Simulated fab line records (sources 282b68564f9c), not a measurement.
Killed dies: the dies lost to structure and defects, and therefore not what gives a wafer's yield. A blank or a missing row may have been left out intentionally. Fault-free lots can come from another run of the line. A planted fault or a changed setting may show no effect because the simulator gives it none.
Which tool was responsible? / flow ritCmos / 15 lots, 45 wafers sampled, at 2 steps of a route of 202

## WHAT THE GAUGES READ, wafer by wafer
The record holds no reading of a measuring or inspecting step that can be judged against a usual standard deviation.

## WHICH TOOL RAN EACH LOT (tool, then ch and the chambers of the sampled wafers, then the start)
lot=L971; RIT_SDANNEAL_CLEAN_00=wetBench-02 ch 3, day 3 05:56; RIT_M1_PROBE_99=prober-01, day 3 13:43
lot=L977; RIT_SDANNEAL_CLEAN_00=wetBench-02 ch 0, day 4 14:56; RIT_M1_PROBE_99=prober-02, day 5 00:07
lot=L978; RIT_SDANNEAL_CLEAN_00=wetBench-01 ch 2, day 4 18:16; RIT_M1_PROBE_99=prober-01, day 5 02:15
lot=L981; RIT_SDANNEAL_CLEAN_00=wetBench-02 ch 1, day 5 10:26; RIT_M1_PROBE_99=prober-01, day 5 19:14
lot=L982; RIT_SDANNEAL_CLEAN_00=wetBench-02 ch 3, day 5 14:44; RIT_M1_PROBE_99=prober-01, day 5 22:52
lot=L983; RIT_SDANNEAL_CLEAN_00=wetBench-03 ch 3, day 5 17:41; RIT_M1_PROBE_99=prober-02, day 6 02:04
lot=L984; RIT_SDANNEAL_CLEAN_00=wetBench-03 ch 2, day 6 00:04; RIT_M1_PROBE_99=prober-01, day 6 08:03
lot=L986; RIT_SDANNEAL_CLEAN_00=wetBench-02 ch 0, day 6 08:42; RIT_M1_PROBE_99=prober-01, day 6 16:38
lot=L987; RIT_SDANNEAL_CLEAN_00=wetBench-01 ch 2, day 6 14:25; RIT_M1_PROBE_99=prober-02, day 6 22:18
lot=L988; RIT_SDANNEAL_CLEAN_00=wetBench-02 ch 1, day 6 20:41; RIT_M1_PROBE_99=prober-01, day 7 04:38
lot=L989; RIT_SDANNEAL_CLEAN_00=wetBench-03 ch 0, day 7 01:32; RIT_M1_PROBE_99=prober-02, day 7 09:21
lot=L990; RIT_SDANNEAL_CLEAN_00=wetBench-03 ch 1, day 7 07:21; RIT_M1_PROBE_99=prober-01, day 7 17:46
lot=L992; RIT_SDANNEAL_CLEAN_00=wetBench-02 ch 0, day 7 22:18; RIT_M1_PROBE_99=prober-02, day 8 06:17
lot=L993; RIT_SDANNEAL_CLEAN_00=wetBench-01 ch 2, day 8 02:15; RIT_M1_PROBE_99=prober-01, day 8 10:20
lot=L994; RIT_SDANNEAL_CLEAN_00=wetBench-01 ch 0, day 8 05:50; RIT_M1_PROBE_99=prober-02, day 8 14:13
- RIT_SDANNEAL_CLEAN_00: cleans in SC1, time 600 s.
- RIT_M1_PROBE_99

## AS READ BY THE TOOLS THEMSELVES (means over the sampled wafers that have a number; for cases with no such wafer, the mark the record gives instead)
RIT_SDANNEAL_CLEAN_00. Usual: bathGuardTempC 74.9 C, standard deviation 0.51; bathHeatDutyPct 16.0 %, standard deviation 1.1.
lot=L971; tool=wetBench-02; bathGuardTempC (C)=74.7; bathHeatDutyPct (%)=16.0; flag=
lot=L977; tool=wetBench-02; bathGuardTempC (C)=75.7; bathHeatDutyPct (%)=17.5; flag=
lot=L978; tool=wetBench-01; bathGuardTempC (C)=74.8; bathHeatDutyPct (%)=15.0; flag=
lot=L981; tool=wetBench-02; bathGuardTempC (C)=75.3; bathHeatDutyPct (%)=15.3; flag=
lot=L982; tool=wetBench-02; bathGuardTempC (C)=-; bathHeatDutyPct (%)=-; flag=OFF
lot=L983; tool=wetBench-03; bathGuardTempC (C)=-; bathHeatDutyPct (%)=-; flag=OFF
lot=L984; tool=wetBench-03; bathGuardTempC (C)=-; bathHeatDutyPct (%)=-; flag=OFF
lot=L986; tool=wetBench-02; bathGuardTempC (C)=75.8; bathHeatDutyPct (%)=17.4; flag=
lot=L987; tool=wetBench-01; bathGuardTempC (C)=74.7; bathHeatDutyPct (%)=14.7; flag=
lot=L988; tool=wetBench-02; bathGuardTempC (C)=75.4; bathHeatDutyPct (%)=15.5; flag=
lot=L989; tool=wetBench-03; bathGuardTempC (C)=75.5; bathHeatDutyPct (%)=16.5; flag=
lot=L990; tool=wetBench-03; bathGuardTempC (C)=75.2; bathHeatDutyPct (%)=17.5; flag=
lot=L992; tool=wetBench-02; bathGuardTempC (C)=75.6; bathHeatDutyPct (%)=17.1; flag=
lot=L993; tool=wetBench-01; bathGuardTempC (C)=74.7; bathHeatDutyPct (%)=14.6; flag=
lot=L994; tool=wetBench-01; bathGuardTempC (C)=74.5; bathHeatDutyPct (%)=16.2; flag=

RIT_M1_PROBE_99. Usual: value, then standard deviation, for each; killed_at_M0_to_M3 0.0 / 0.12; killedAtContacts 0.1 / 0.32; killedAtFrontEnd 6 / 3.1; killedDies 7 / 3.2; killedOnRim 1.7 / 1.4; killedOpen 3.1 / 1.9; killedShort 3.5 / 2.2.
lot=L971 tool=prober-01 killed_at_M0_to_M3=0.0 killedAtContacts=0.0 killedAtFrontEnd=8 killedDies=8 killedOnRim=2.0 killedOpen=3.3 killedShort=4.3 flag=
lot=L977 tool=prober-02 killed_at_M0_to_M3=0.0 killedAtContacts=0.0 killedAtFrontEnd=5 killedDies=5 killedOnRim=1.3 killedOpen=3.0 killedShort=1.7 flag=
lot=L978 tool=prober-01 killed_at_M0_to_M3=0.0 killedAtContacts=0.0 killedAtFrontEnd=6 killedDies=6 killedOnRim=1.0 killedOpen=3.3 killedShort=2.7 flag=
lot=L981 tool=prober-01 killed_at_M0_to_M3=0.0 killedAtContacts=0.0 killedAtFrontEnd=6 killedDies=6 killedOnRim=0.7 killedOpen=3.7 killedShort=2.7 flag=
lot=L982 tool=prober-01 killed_at_M0_to_M3=0.0 killedAtContacts=0.0 killedAtFrontEnd=8 killedDies=8 killedOnRim=2.7 killedOpen=3.3 killedShort=4.3 flag=
lot=L983 tool=prober-02 killed_at_M0_to_M3=0.0 killedAtContacts=0.0 killedAtFrontEnd=9 killedDies=9 killedOnRim=1.7 killedOpen=4.3 killedShort=4.7 flag=
lot=L984 tool=prober-01 killed_at_M0_to_M3=0.0 killedAtContacts=0.0 killedAtFrontEnd=6 killedDies=6 killedOnRim=2.0 killedOpen=3.3 killedShort=2.7 flag=
lot=L986 tool=prober-01 killed_at_M0_to_M3=0.0 killedAtContacts=0.0 killedAtFrontEnd=6 killedDies=6 killedOnRim=2.0 killedOpen=4.3 killedShort=1.7 flag=
lot=L987 tool=prober-02 killed_at_M0_to_M3=0.0 killedAtContacts=0.3 killedAtFrontEnd=6 killedDies=6 killedOnRim=1.7 killedOpen=2.7 killedShort=3.3 flag=
lot=L988 tool=prober-01 killed_at_M0_to_M3=0.0 killedAtContacts=0.0 killedAtFrontEnd=8 killedDies=8 killedOnRim=1.0 killedOpen=2.7 killedShort=5.7 flag=
lot=L989 tool=prober-02 killed_at_M0_to_M3=0.0 killedAtContacts=0.0 killedAtFrontEnd=4 killedDies=4 killedOnRim=1.3 killedOpen=2.3 killedShort=1.7 flag=
lot=L990 tool=prober-01 killed_at_M0_to_M3=0.0 killedAtContacts=0.0 killedAtFrontEnd=5 killedDies=5 killedOnRim=2.0 killedOpen=3.0 killedShort=1.7 flag=
lot=L992 tool=prober-02 killed_at_M0_to_M3=0.0 killedAtContacts=0.0 killedAtFrontEnd=8 killedDies=8 killedOnRim=2.0 killedOpen=3.0 killedShort=4.7 flag=
lot=L993 tool=prober-01 killed_at_M0_to_M3=0.0 killedAtContacts=0.0 killedAtFrontEnd=7 killedDies=7 killedOnRim=2.3 killedOpen=2.7 killedShort=4.0 flag=
lot=L994 tool=prober-02 killed_at_M0_to_M3=0.3 killedAtContacts=0.3 killedAtFrontEnd=7 killedDies=7 killedOnRim=3.3 killedOpen=3.0 killedShort=3.7 flag=

## THE ANSWER, worked out from the rows above alone
Rule: a lot counts as off when the mean over its wafers that have a number is more than 3 standard deviations away from the usual mean. A lot without any number at a reading at which 4 lots or more have one is off too. Where the step has rows for the other lots, those lots are counted as sound. After the gauges, taken in route order, come the tools' own readings; for these a lot's mean is taken, as printed above. At the first step where some lot is off, the reading lying furthest off is the one used; lots without a number count as furthest.
Off: L982, L983, L984 (RIT_SDANNEAL_CLEAN_00, bathGuardTempC). Without a number there: L982, L983, L984.
If a tool, at that step or one of the process steps before it, ran each lot that is off and ran no sound lot following the first of them, it fits. Of those tried, none fits.

## WHAT THE SIMULATOR HAD PUT IN
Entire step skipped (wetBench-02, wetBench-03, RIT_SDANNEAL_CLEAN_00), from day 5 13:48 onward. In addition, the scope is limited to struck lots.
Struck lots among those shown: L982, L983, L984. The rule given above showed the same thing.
